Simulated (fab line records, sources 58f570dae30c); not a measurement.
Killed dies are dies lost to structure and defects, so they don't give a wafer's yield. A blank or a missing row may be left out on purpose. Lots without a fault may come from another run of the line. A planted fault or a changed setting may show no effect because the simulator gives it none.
Which tool did it? | flow berkeley_cmos170 | 7 lots, 21 wafers sampled, at 2 steps of a route of 331

WHAT THE GAUGES READ, wafer by wafer
UCB170_PWELL_OVL_MEAS_13.
lot  | measured    | on         | PWELL_OVL (nm)
L879 | day 3 17:38 | overlay-01 | 0 3 -2
L881 | day 4 00:12 | overlay-02 | -12 -9 -2
L891 | day 6 00:49 | overlay-02 | 6 1 5
L893 | day 6 15:23 | overlay-01 | -1 -3 -5
L895 | day 6 22:34 | overlay-01 | 3 0 2
L897 | day 7 12:09 | overlay-01 | 7 5 -3

WHICH TOOL RAN EACH LOT (tool, then ch and the chambers of the sampled wafers, then the start)
lot  | UCB170_NWELL_OXIDATION_01
L879 | furnace-03 ch 0, day 2 10:52
L881 | furnace-04 ch 0, day 2 19:47
L885 | furnace-02, day 3 18:39
L891 | furnace-02 ch 0, day 4 23:34
L893 | furnace-02 ch 0, day 5 09:03
L895 | furnace-02 ch 0, day 5 21:02
L897 | furnace-04 ch 0, day 6 07:43
- UCB170_NWELL_OXIDATION_01: target thk 26.4 nm, ox time 1260 s.

THE ANSWER, worked out from the rows above alone
Rule: what is usual is taken from the lots themselves. Put in order of their means at a reading, lots are off if they are a third of the lots or fewer, leave a main group of 4 or more, and stand apart from it by a gap of 3 or more times the standard deviation of the main group's means; of several such gaps the widest counts. A main group whose means are all the same, to the digits that the tables above print for the reading, isn't used. A lot without any number at a reading at which 4 lots or more have one is off too. The other lots that the step has rows for count as sound.
No lot is off at any reading shown: from this, nothing can be told.

WHAT THE SIMULATOR HAD PUT IN
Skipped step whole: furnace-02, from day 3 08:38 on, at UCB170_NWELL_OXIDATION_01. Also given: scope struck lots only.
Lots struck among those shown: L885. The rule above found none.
